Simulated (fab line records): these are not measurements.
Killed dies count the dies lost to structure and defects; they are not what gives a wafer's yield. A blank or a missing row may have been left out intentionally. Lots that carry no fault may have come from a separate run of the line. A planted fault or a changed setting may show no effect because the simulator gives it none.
A struck lot beside a sound one + flow berkeley_cmos170 + 14 steps out of a route of 331
Sound: wafers L173.3, L173.4, L173.5. The struck wafers were L179.2, L179.3, L179.6. The cause is given at the end.
Order at every step that has rows: each side's tool, ch and its chambers, its first start. Under that, the readings that differ: sound wafers + struck wafers + difference of the means + sigmas: that difference in standard deviations of wafers without a fault.
alike: readings whose means differ by less than 2 such deviations, and words and numbers that are the same on both sides. not compared: withheld readings, readings that some wafer has no value for, bounds like >300 that may hide the same value, and numbers for which the record gives no deviation and whose values overlap.
Wherever a step has rows on one side only, a row that says differs or no value, or a row with sigmas, the two part there. Numbers that don't overlap but have no deviation are shown without sigmas and don't part them. A reading that every wafer of one side lacks parts them only if that side has two wafers or more.

UCB170_GATE_CD_MEAS_12 targets a cd of 350 nm.
  sound on cd_sem-02 at day 6 18:18; struck on cd_sem-01 at day 8 07:32
| reading    | sound             | struck            | difference | sigmas |
|------------|-------------------|-------------------|------------|--------|
| cd_nm (nm) | 350.7 349.7 349.5 | 362.5 363.2 363.6 | +13.1      | +10    |
UCB170_GATE_OVL_MEAS_13:
  sound on overlay-01 at day 6 18:23; struck on overlay-01 at day 8 07:39
  alike: GATE_OVL
UCB170_GATE_ETCH_14: etches BARC in N2/H2.
  sound on rie_diel-04 ch 0,1,3, day 6 18:25; struck on rie_diel-01 ch 0,1,3, day 8 07:41
  alike: chamber_pressure_mTorr, drypump_motor_current_A, oes_product_au, throttle_valve_pct
UCB170_GATE_ETCH_15: etches poly-Si in HBr/Cl2, stops on SiO2, time 56.3 s, target depth 278.2 nm.
  sound on rie_si-02 ch 0,2, day 6 18:28; struck on rie_si-02 ch 0,1,3, day 8 07:43
  alike: chamber_pressure_mTorr, drypump_motor_current_A, he_backside_leak_sccm, oes_product_au, throttle_valve_pct
  not compared: rf_hours_counter_h
UCB170_GATE_STRIP_16: strips in O2.
  sound on plasma_asher-02 ch 0,1, day 6 18:32; struck on plasma_asher-01 ch 1, day 8 07:46
  alike: chamber_pressure_mTorr, drypump_motor_current_A, oes_product_au
  not compared: rf_hours_counter_h
UCB170_GATE_CD_MEAS_90 targets a cd of 350 nm.
  sound on cd_sem-01 at day 6 18:39; struck on cd_sem-01 at day 8 07:56
| reading    | sound             | struck            | difference | sigmas |
|------------|-------------------|-------------------|------------|--------|
| cd_nm (nm) | 350.3 349.2 349.1 | 363.0 363.0 364.5 | +14.0      | +11    |
then, 6 steps without rows for these wafers: UCB170_GATE_CLEAN_17 (cleans in SPM, time 600 s); UCB170_PLDD_HMDS_00 (prime time 60 s); UCB170_PLDD_COAT_01 (resist thk 900 nm); UCB170_PLDD_SOFTBAKE_02 (time 60 s); UCB170_PLDD_EXPOSE_03 (exposes mask PSELECT, target cd 1200 nm); UCB170_PLDD_PEB_04.
UCB170_PLDD_DEVELOP_05: develop time 45 s.
  struck on litho_track-01, day 8 09:00; sound on litho_track-03 ch 0, day 6 20:00
  no value came back on the struck wafers for chill_plate_temp_C (C), develop_time_s (s), exhaust_pa (Pa); on the sound wafers chill_plate_temp_C (C) reads 23.10 23.04 23.14
| reading                               | sound             | struck          | difference | sigmas |
|---------------------------------------|-------------------|-----------------|------------|--------|
| model.KrF_of_PLDD_COAT_01.thk_nm (nm) | 882.5 883.4 886.6 | 900.8 899 895.8 | +14.4      |        |
UCB170_PLDD_CD_MEAS_06 targets a cd of 1200 nm.
  sound on cd_sem-01 at day 6 20:16; struck on cd_sem-01 at day 8 09:10
| reading    | sound                | struck | difference                    | sigmas |
|------------|----------------------|--------|-------------------------------|--------|
| cd_nm (nm) | 1199.1 1198.1 1199.7 | - - -  | no value on the struck wafers |        |

WHERE THEY PART
Earliest at UCB170_GATE_CD_MEAS_12; latest, in this record, at UCB170_PLDD_CD_MEAS_06.

WHY: whatever the simulator had introduced
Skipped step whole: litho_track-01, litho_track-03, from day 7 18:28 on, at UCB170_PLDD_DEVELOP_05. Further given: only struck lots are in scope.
